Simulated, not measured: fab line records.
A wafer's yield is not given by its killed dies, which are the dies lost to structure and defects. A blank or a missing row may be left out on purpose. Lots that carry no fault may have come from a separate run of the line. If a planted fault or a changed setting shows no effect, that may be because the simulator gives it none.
Which tool did it? ; flow berkeleyCmos170 ; Sampling: 7 lots, 21 wafers, 3 of 331 route steps

== WHAT EACH GAUGE READ, for each wafer ==
UCB170_M1_CD_MEAS_09 targets a cd of 700 nm.
lot;measured;on;cdNm (nm)
L654;day 8 06:37;cdSem-02;700.8 700.9 700.7
L657;day 9 03:38;cdSem-01;698.6 698.8 698.4
L658;day 9 04:20;cdSem-01;700.9 702.7 701.6
L663;day 10 01:17;cdSem-02;700.1 699.5 700.7
L668;day 11 09:39;cdSem-01;700.4 700.1 699.4
L674;day 12 17:30;cdSem-02;698.7 698.2 699.0
L677;day 13 00:16;cdSem-01;700.8 701.6 701.4

== WHAT TOOL EACH LOT RAN ON (gives the tool, then ch and the chambers of the sampled wafers, and finally the start) ==
lot;UCB170_GATE_ETCH_15;UCB170_SDANNEAL_RTA_01
L654;rieSi-01 ch 1,2,3, day 7 03:03;rtpAnneal-01 ch 0, day 7 22:13
L657;rieSi-01 ch 1,2,3, day 8 04:03;rtpAnneal-01 ch 0, day 8 20:31
L658;rieSi-01 ch 0,1,3, day 8 04:50;rtpAnneal-01 ch 0, day 8 20:44
L663;rieSi-02 ch 0,1,3, day 9 02:22;rtpAnneal-01 ch 0, day 9 18:38
L668;rieSi-01 ch 1,3, day 10 06:00;rtpAnneal-01 ch 0, day 10 21:08
L674;rieSi-02 ch 0,1,2, day 11 13:44;rtpAnneal-01 ch 0, day 12 06:16
L677;rieSi-02 ch 1,2,3, day 11 22:31;rtpAnneal-02 ch 0, day 12 14:06
- UCB170_GATE_ETCH_15: etches poly-Si in HBr/Cl2, stops on SiO2, time 56.3 s, target depth 278.2 nm.
- UCB170_SDANNEAL_RTA_01: time 5 s.

== THE ANSWER, worked out from the rows above alone ==
Rule: what is usual is taken from the lots themselves. The widest of any qualifying gaps counts: lots, ordered by their means at a reading, are off when they make up no more than a third of the lots, leave a main group of 4 or more, and stand apart from it by 3 or more times the standard deviation of that group's means. A main group is skipped when, at the precision printed for the reading in the tables above, its means are all equal. Also off: a lot with no number at a reading for which 4 or more lots have one. Any other lot the step has rows for is counted as sound.
Across all readings shown, no lot is off: no conclusion can be drawn from this.

== WHAT THE SIMULATOR PUT IN ==
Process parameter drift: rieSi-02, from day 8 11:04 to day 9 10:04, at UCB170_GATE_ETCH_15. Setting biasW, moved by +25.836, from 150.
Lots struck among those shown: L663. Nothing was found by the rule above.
